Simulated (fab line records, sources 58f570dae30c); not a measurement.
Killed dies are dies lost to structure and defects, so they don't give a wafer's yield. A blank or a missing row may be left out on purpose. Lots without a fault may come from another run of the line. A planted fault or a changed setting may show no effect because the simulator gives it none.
One fault seen from 2 desks | flow berkeley_cmos170 | each desk has only its own numbers; what lay behind them comes last

THE METROLOGY DESK
What the gauges read, lot by lot, whatever tool the lot ran on: means of the sampled wafers that have a number. A lot is out of limits, marked OUT, if its mean lies more than 4 standard deviations from the usual mean; the brackets give that distance.
Columns: A = M1_AL_RS at UCB170_M1_RS_MEAS_01, usual 0.0482 ohm/sq; B = M1_AL_THK at UCB170_M1_THK_MEAS_02, usual 602 nm; C = cd_nm at UCB170_M1_CD_MEAS_09, usual 699.9 nm; D = M1_OVL at UCB170_M1_OVL_MEAS_10, usual 0 nm
lot  | first seen here | A      | B   | C     | D
L102 | day 7 19:24     | 0.0482 | 605 | 703.0 | 3
L101 | day 7 20:44     | 0.0477 | 610 | 700.0 | 4
L113 | day 9 20:43     | 0.0477 | 606 | 698.8 | -12
L120 | day 11 16:23    | 0.0487 | 601 | 699.4 | 0
L122 | day 11 23:10    | 0.0472 | 606 | 698.3 | -2
This desk's finding: nothing out of limits on any of the 5 lots.

THE TOOL OWNER'S DESK: rie_diel-02
The tool's own readings at UCB170_M1_ETCH_11 (etches BARC in N2/H2): means of the sampled wafers that have a number, for each lot that ran on this tool. A lot is out of limits, marked OUT, if its mean lies more than 4 standard deviations from the usual mean; the brackets give that distance.
Columns: A = drypump_motor_current_A at UCB170_M1_ETCH_11, usual 5.7 A; B = oes_product_au at UCB170_M1_ETCH_11, usual 1.009 a.u.; C = throttle_valve_pct at UCB170_M1_ETCH_11, usual 13.33 %
lot  | first seen here | A   | B     | C
L101 | day 7 22:40     | 6.1 | 1.010 | 13.28
L113 | day 9 21:55     | 5.5 | 1.060 | 13.46
This desk's finding: nothing out of limits on any of the 2 lots.

PUT TOGETHER
The metrology desk saw nothing out of limits.
The tool owner's desk saw nothing out of limits.

WHAT THE SIMULATOR HAD PUT IN
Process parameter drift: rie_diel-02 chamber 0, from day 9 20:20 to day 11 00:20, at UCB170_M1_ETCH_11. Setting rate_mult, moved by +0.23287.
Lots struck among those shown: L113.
